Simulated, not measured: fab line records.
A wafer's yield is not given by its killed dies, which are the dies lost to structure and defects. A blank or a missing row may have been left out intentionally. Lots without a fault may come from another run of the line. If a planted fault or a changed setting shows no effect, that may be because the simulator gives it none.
A lot that was struck, set against a sound lot | flow rit_cmos | 14 steps out of a route of 202
Sound: these wafers, L143.2, L143.4, L143.5. Wafers L154.1, L154.3, L154.5 were the ones struck. The cause comes at the end.
At each step with rows: each side's tool, then ch and its chambers, then its first start. Under that, the readings that differ: sound wafers | struck wafers | difference of the means | sigmas: that difference in standard deviations of wafers without a fault.
alike: words and numbers the same on both sides, and readings whose means are apart by under 2 such deviations; not compared: readings that were withheld, readings missing a value for some wafer, numbers with overlapping values and no deviation given by the record, and bounds like >300 which may hide the same value.
A row with sigmas, a row that says differs or no value, or rows on one side alone: a step with any of these is where the two part. When numbers do not overlap yet have no deviation, they are printed without sigmas and do not part them. Lack of a reading on every wafer of one side parts them only where that side has two or more wafers.

first, 4 steps without rows for these wafers: RIT_NSD_SOFTBAKE_02 (time 60 s); RIT_NSD_EXPOSE_03 (exposes mask M9, target cd 40700 nm); RIT_NSD_PEB_04; RIT_NSD_DEVELOP_05 (develop time 50 s).
RIT_NSD_OVL_MEAS_06:
  sound on overlay-01 at day 4 20:23; struck on overlay-01 at day 7 04:49
  alike: NSD_OVL
then, 2 steps without rows for these wafers: RIT_NSD_HARDBAKE_07 (time 60 s); RIT_NSD_IMPLANT_08.
RIT_NSD_STRIP_09: strips in O2, time 180 s.
  sound on plasma_asher-04 ch 0,1, day 4 20:43; struck on plasma_asher-04 ch 0,1, day 7 05:11
  alike: drypump_motor_current_A
  not compared: rf_hours_counter_h
RIT_NSD_TW_MEAS_10:
  sound on film_metro-04 at day 4 20:54; struck on film_metro-02 at day 7 05:22
  alike: NSD_TW
then, 3 steps without rows for these wafers: RIT_PSD_HMDS_00 (prime time 60 s); RIT_PSD_COAT_01 (resist thk 1000 nm); RIT_PSD_SOFTBAKE_02 (time 60 s).
RIT_PSD_EXPOSE_03: exposes mask M10, target cd 40900 nm.
  struck on iline_stepper-02, day 7 05:52; sound on iline_stepper-02 ch 0, day 4 21:25
  no value came back on the struck wafers for exposure_dose_mJ_cm2, focus_offset_nm (nm), na; on the sound wafers exposure_dose_mJ_cm2 reads 250.02 250.07 250.15
  alike: mask
next, for these wafers, 1 step has no rows: RIT_PSD_PEB_04.

## WHERE THEY PART
At RIT_PSD_EXPOSE_03 and nowhere else, as far as this record goes.

WHY: the cause the simulator had injected
Skipped step whole: iline_stepper-02, from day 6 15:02 on, at RIT_PSD_EXPOSE_03. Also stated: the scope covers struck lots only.
